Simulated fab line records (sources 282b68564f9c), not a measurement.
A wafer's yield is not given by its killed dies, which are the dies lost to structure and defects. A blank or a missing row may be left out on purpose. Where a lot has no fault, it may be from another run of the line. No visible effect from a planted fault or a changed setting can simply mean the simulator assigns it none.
Which of the tools did it? ; flow ritCmos ; 13 lots with 39 wafers sampled at 2 steps, on a route of 202 steps

== WHAT THE GAUGES SHOWED, per wafer ==
RIT_SPACER_THK_MEAS_04. Usual: SPACER_NITRIDE_THK gives 250 nm (standard deviation 3.1).
lot;measured;on;SPACER_NITRIDE_THK (nm);flag
L322;day 3 00:43;filmMetro-01;251 253 252;
L323;day 3 03:17;filmMetro-03;251 250 250;
L325;day 3 17:32;filmMetro-02;245 245 247;
L326;day 3 20:13;filmMetro-01;249 249 250;
L327;day 4 05:52;filmMetro-01;252 250 252;
L328;day 4 08:41;filmMetro-02;249 248 247;
L329;day 4 11:08;filmMetro-02;251 252 251;
L330;day 4 18:53;filmMetro-01;256 256 255;
L332;day 5 06:03;filmMetro-03;248 249 247;
L334;day 5 15:19;filmMetro-03;169 170 168;OFF
L340;day 7 02:41;filmMetro-01;246 247 247;
L342;day 7 07:34;filmMetro-01;242 246 245;
L344;day 7 18:50;filmMetro-01;248 248 250;

== WHAT TOOL EACH LOT RAN ON (gives the tool, then ch and the chambers of the sampled wafers, and finally the start) ==
lot;RIT_SPACER_CVD_03
L322;lpcvd-01 ch 1, day 2 22:47
L323;lpcvd-01 ch 1, day 3 01:20
L325;lpcvd-02 ch 1, day 3 15:36
L326;lpcvd-02 ch 0, day 3 18:17
L327;lpcvd-01 ch 0, day 4 03:56
L328;lpcvd-02 ch 1, day 4 06:47
L329;lpcvd-01 ch 0, day 4 09:13
L330;lpcvd-01 ch 1, day 4 16:57
L332;lpcvd-02 ch 1, day 5 04:08
L334;lpcvd-01 ch 0, day 5 13:24
L340;lpcvd-02 ch 0, day 7 00:46
L342;lpcvd-02 ch 0, day 7 05:38
L344;lpcvd-02 ch 1, day 7 15:57
- RIT_SPACER_CVD_03: deposits Si3N4 from SiH2Cl2/NH3, target thk 250 nm, time 3300 s.

== AS READ BY THE TOOLS THEMSELVES (means over the sampled wafers that have a number; for cases with no such wafer, the mark the record gives instead) ==
RIT_SPACER_CVD_03. Usual: spikeTcLoadC at 836.4 C, with a standard deviation of 2.
lot;tool;spikeTcLoadC (C);flag
L322;lpcvd-01;834.4;
L323;lpcvd-01;834.0;
L325;lpcvd-02;838.5;
L326;lpcvd-02;837.9;
L327;lpcvd-01;837.4;
L328;lpcvd-02;838.3;
L329;lpcvd-01;837.9;
L330;lpcvd-01;834.1;
L332;lpcvd-02;837.7;
L334;lpcvd-01;836.9;
L340;lpcvd-02;836.6;
L342;lpcvd-02;837.4;
L344;lpcvd-02;838.4;

== THE ANSWER, worked out from the rows above alone ==
Rule: a lot is off if the mean of its wafers that have a number lies more than 3 standard deviations from the usual mean. Also off: a lot with no number at a reading for which 4 or more lots have one. Any other lot the step has rows for is counted as sound. First the gauges in route order, then the tools' own readings, where a lot's mean is used as printed above. At the first step where some lot is off, the reading lying furthest off is the one used; lots without a number count as furthest.
Off: L334, at RIT_SPACER_THK_MEAS_04 (SPACER_NITRIDE_THK).
If a tool, at a process step before that reading, ran all the lots that are off and no sound lot after the first of them, it fits. The gauges at RIT_SPACER_THK_MEAS_04 are tried like those tools. This does not decide it: 2 tools fit, namely lpcvd-01 at RIT_SPACER_CVD_03 and filmMetro-03 at RIT_SPACER_THK_MEAS_04.

== WHAT THE SIMULATOR HAD INSERTED ==
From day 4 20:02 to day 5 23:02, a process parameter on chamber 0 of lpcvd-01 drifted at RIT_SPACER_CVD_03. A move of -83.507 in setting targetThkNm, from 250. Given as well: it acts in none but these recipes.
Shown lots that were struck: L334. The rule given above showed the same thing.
